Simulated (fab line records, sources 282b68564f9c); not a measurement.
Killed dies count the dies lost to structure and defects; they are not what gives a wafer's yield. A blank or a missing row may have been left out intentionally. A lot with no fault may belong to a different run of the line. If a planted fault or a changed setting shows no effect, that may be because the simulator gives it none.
2 desks looking at one fault | flow rit-cmos | every desk sees just its own numbers, and what lay behind them comes last

## FROM THE METROLOGY DESK
What the gauges read for every lot (on any tool): the sampled wafers with a number, averaged. A lot is out of limits, marked OUT, if its mean lies more than 4 standard deviations from the usual mean; the brackets give that distance.
Columns: A = M1_BOW at RIT_M1_BOW_MEAS_16, usual 16 um
lot  | first seen here | A
L179 | day 3 14:37     | 13
L180 | day 3 17:20     | 10
L182 | day 4 02:31     | 19
L183 | day 4 09:06     | 16
L184 | day 4 11:06     | 10
L185 | day 4 15:26     | 17
L186 | day 4 18:56     | 13
L188 | day 5 06:00     | 23
L194 | day 6 12:59     | 17
L195 | day 6 17:55     | 16
L197 | day 7 02:38     | 23
L198 | day 7 08:55     | 14
L200 | day 7 17:46     | 23
L201 | day 7 23:49     | 16
Result from this desk: across the 14 lots, nothing is out of limits.

## AT THE TOOL OWNER'S DESK: litho-track-02
The tool's own readings at RIT_NLDD_COAT_01 (resist thk 1000 nm): means of the sampled wafers that have a number, for each lot that ran on this tool. A lot is out of limits, marked OUT, if its mean lies more than 4 standard deviations from the usual mean; the brackets give that distance.
Columns: A = resist-line-temp-C at RIT_NLDD_COAT_01, usual 22.98 C; B = spin-speed-rpm at RIT_NLDD_COAT_01, usual 3249.7 rpm
lot  | first seen here | A     | B
L182 | day 3 09:35     | 22.85 | 3249.0
L186 | day 4 03:07     | 23.01 | 3253.3
L194 | day 5 20:24     | 23.02 | 3195.4 (-22) OUT
L195 | day 6 00:34     | 23.06 | 3195.4 (-22) OUT
This desk's finding: out of limits on L194, L195; first on L194, day 5 20:24 (spin-speed-rpm at RIT_NLDD_COAT_01). Within limits: L182, L186.

## TAKEN TOGETHER
The tool owner's desk could have raised an alarm at day 5 20:24, on L194, L195.
Metrology desk: nothing out of limits seen.
The metrology desk holds a record of L194, L195, inside its limits.
The lots listed all ran RIT_NLDD_COAT_01 on litho-track-02.

## WHAT THE SIMULATOR HAD PUT IN
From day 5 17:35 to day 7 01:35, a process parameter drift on litho-track-02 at RIT_NLDD_COAT_01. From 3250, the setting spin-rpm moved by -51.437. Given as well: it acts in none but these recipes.
Lots struck among those shown: L194, L195.
Each desk's first reading out of limits, in hours after the fault started: the tool owner's desk, 3.
